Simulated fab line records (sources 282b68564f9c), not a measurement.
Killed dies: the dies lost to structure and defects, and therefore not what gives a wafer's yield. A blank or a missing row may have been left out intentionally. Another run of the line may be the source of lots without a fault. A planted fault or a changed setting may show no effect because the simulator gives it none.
A struck lot beside a sound one -- flow ritCmos -- 17 out of 202 route steps
Sound: wafers L740.2, L740.3, L740.5. Struck: wafers L753.2, L753.4, L753.5. The cause is named last.
For every step that has rows: the tool of each side, followed by ch and its chambers, followed by its first start. Under that, the readings that differ: sound wafers -- struck wafers -- difference of the means -- sigmas: that difference in standard deviations of wafers without a fault.
alike: words and numbers the same on both sides, and readings whose means are apart by under 2 such deviations; not compared: readings that were withheld, readings missing a value for some wafer, numbers with overlapping values and no deviation given by the record, and bounds like >300 which may hide the same value.
A row with sigmas, a row that says differs or no value, or rows on one side alone: a step with any of these is where the two part. Non-overlapping numbers with no deviation appear without sigmas and do not part them. A reading that every wafer of one side lacks parts them only if that side has two wafers or more.

RIT_PWELL_TW_MEAS_10:
  sound: filmMetro-01 at day 2 19:02; struck: filmMetro-02 at day 5 13:32
  alike: PWELL_TW
then, 1 step without rows for these wafers: RIT_WELLDRIVE_ANNEAL_00 (time 14700 s).
RIT_WELLDRIVE_RS_MEAS_01: measures by four-point-probe.
  sound: filmMetro-02 at day 3 00:11; struck: filmMetro-01 at day 5 18:55
  alike: NWELL_RS
RIT_WELLDRIVE_RS_MEAS_02: measures by four-point-probe.
  sound: filmMetro-02 at day 3 00:19; struck: filmMetro-01 at day 5 19:02
  alike: PWELL_RS
then, 6 steps without rows for these wafers: RIT_NRETRO_HMDS_00 (prime time 60 s); RIT_NRETRO_COAT_01 (resist thk 1300 nm); RIT_NRETRO_SOFTBAKE_02 (time 60 s); RIT_NRETRO_EXPOSE_03 (exposes mask M4, target cd 43900 nm); RIT_NRETRO_PEB_04; RIT_NRETRO_DEVELOP_05 (develop time 68 s).
RIT_NRETRO_OVL_MEAS_06:
  sound: overlay-02 at day 3 01:25; struck: overlay-01 at day 5 20:01
  alike: NRETRO_OVL
then, 1 step without rows for these wafers: RIT_NRETRO_HARDBAKE_07 (time 120 s).
RIT_NRETRO_IMPLANT_08:
  sound on implanter-04 ch 0, day 3 01:44; struck on implanter-04 ch 0, day 5 20:19
reading,sound,struck,difference,sigmas
beamEnergyKeV,70.035 70.045 70.016,79.090 79.103 79.124,+9.074,+99 or more
model.implant.rpNm (nm),85.56 85.56 85.56,99.05 99.05 99.05,+13.49,
model.implant.drpNm (nm),33.94 33.94 33.94,37.58 37.58 37.58,+3.64,
  alike: doseIonsCm2
RIT_NRETRO_STRIP_09: strips in O2, time 180 s.
  sound on plasmaAsher-03 ch 0,1, day 3 01:51; struck on plasmaAsher-04 ch 0,1, day 5 20:26
  alike: drypumpMotorCurrentA
  not compared: rfHoursCounterH
RIT_NRETRO_TW_MEAS_10:
  sound: filmMetro-03 at day 3 02:02; struck: filmMetro-04 at day 5 20:38
reading,sound,struck,difference,sigmas
NRETRO_TW,1048 1059 1049,1070 1070 1070,+18,+3
then, 1 step without rows for these wafers: RIT_PRETRO_HMDS_00 (prime time 60 s).
RIT_M1_PROBE_99:
  sound: prober-01 at day 4 06:31; struck: prober-02 at day 6 23:14
reading,sound,struck,difference,sigmas
model.etest.capPGate.cMinFfUm2,2.343 2.327 2.33,2.268 2.281 2.263,-0.063,
model.etest.pmosNarrow.vtV (V),-0.4842 -0.4843 -0.479,-0.4637 -0.4675 -0.4724,+0.0146,
  alike: killedAtFrontEnd, killedDies, killedOpen, killedShort

WHERE THEY PART
At RIT_NRETRO_IMPLANT_08 first; at RIT_NRETRO_TW_MEAS_10 last (within this record only). Later steps at which nothing parts them and some readings are alike: RIT_M1_PROBE_99.

WHY: what the simulator had put in
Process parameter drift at RIT_NRETRO_IMPLANT_08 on implanter-04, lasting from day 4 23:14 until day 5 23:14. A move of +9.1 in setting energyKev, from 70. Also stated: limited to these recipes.
